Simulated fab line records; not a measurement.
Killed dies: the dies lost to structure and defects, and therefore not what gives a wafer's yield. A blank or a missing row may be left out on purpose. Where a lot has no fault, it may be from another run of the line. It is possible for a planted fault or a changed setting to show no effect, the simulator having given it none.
A single fault, viewed from 2 desks	flow berkeley-cmos170	every desk sees just its own numbers, and what lay behind them comes last

## TOOL OWNER'S DESK, implanter-01
The tool's own readings at UCB170_PLDD_IMPLANT_08, given as means over the sampled wafers that have a number, one for each lot that went through this tool. Marked OUT: a lot whose mean sits more than 4 standard deviations from the usual mean, which makes it out of limits; the brackets give that distance.
Columns: A = beam-on-s at UCB170_PLDD_IMPLANT_08, usual 10.00 s; B = dose-ions-cm2 at UCB170_PLDD_IMPLANT_08, usual 5e+13; C = faraday-current-uA at UCB170_PLDD_IMPLANT_08, usual 159; D = rotation-deg at UCB170_PLDD_IMPLANT_08, usual -0.002 degrees
lot	first seen here	A	B	C	D
L159	day 6 14:58	10.02	5e+13	158	-0.009
L158	day 6 15:31	9.87	5e+13	161	-0.019
L161	day 7 12:49	9.99	5e+13	159	-0.004
L165	day 8 05:59	10.29	7e+13 (+99 or more) OUT	200 (+13) OUT	-0.007
L169	day 9 05:08	10.26	6e+13 (+99 or more) OUT	201 (+13) OUT	0.006
This desk's verdict: out of limits on L165, L169, starting with L165 at day 8 05:59 (dose-ions-cm2 at UCB170_PLDD_IMPLANT_08). Within limits: L159, L158, L161.

## METROLOGY DESK
What the gauges read, lot by lot, whatever tool the lot ran on: means of the sampled wafers that have a number. Marked OUT: a lot whose mean sits more than 4 standard deviations from the usual mean, which makes it out of limits; the brackets give that distance.
Columns: A = ACTIVE_OXIDE_THK at UCB170_ACTIVE_THK_MEAS_03, usual 26.5 nm; B = PLDD_TW at UCB170_PLDD_TW_MEAS_11, usual 1005; C = NLDD_OVL at UCB170_NLDD_OVL_MEAS_07, usual -1 nm; D = cd-nm at UCB170_PSD_CD_MEAS_06, usual 1199.8 nm; E = PLDD_RS at UCB170_SDANNEAL_RS_MEAS_04, usual 1031.8 ohm/sq
lot	first seen here	A	B	C	D	E
L156	day 4 05:17	26.9	1000	-5	1202.3	1033.5
L157	day 4 12:35	26.6	989	-3	1199.9	1033.5
L159	day 4 12:35	26.2	990	9	1198.9	1035.1
L158	day 4 12:35	27.1	998	-2	1199.5	1036.5
L161	day 5 04:40	26.8	1006	-2	1201.0	1028.1
L165	day 5 20:31	26.4	1072 (+6.8) OUT	-2	1199.2	920.5 (-41) OUT
L169	day 6 15:16	26.7	1040	-8	1197.8	922.2 (-41) OUT
L172	day 7 02:22	26.3	997	2	1199.5	1031.1
L171	day 7 02:22	26.5	1010	2	1198.7	1032.7
L173	day 7 15:51	27.0	995	-2	1199.5	1033.5
L174	day 7 15:52	26.7	1004	3	1198.1	1029.7
L176	day 8 03:34	26.1	1006	-5	1201.2	1037.3
L178	day 8 08:52	26.7	995	-1	1198.3	1032.9
L179	day 9 01:30	25.2	1002	-0	1199.4	1032.8
This desk's finding: out of limits on L165, L169; first on L165, day 8 06:23 (PLDD_TW at UCB170_PLDD_TW_MEAS_11). Within limits: L156, L157, L159, L158, L161, L172, L171, L173, L174, L176, L178, L179.

## BROUGHT TOGETHER
The tool owner's desk had the chance to raise an alarm at day 8 05:59 on L165, L169.
An alarm was possible from the metrology desk at day 8 06:23, on L165, L169.
Of the lots named, all ran UCB170_PLDD_IMPLANT_08 on implanter-01.

## WHAT THE SIMULATOR PUT IN
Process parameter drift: implanter-01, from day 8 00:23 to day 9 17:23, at UCB170_PLDD_IMPLANT_08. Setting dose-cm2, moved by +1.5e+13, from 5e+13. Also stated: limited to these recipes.
Shown lots that were struck: L165, L169.
Fault start to first reading out of limits, in hours, per desk: tool owner, 6; metrology, 6.
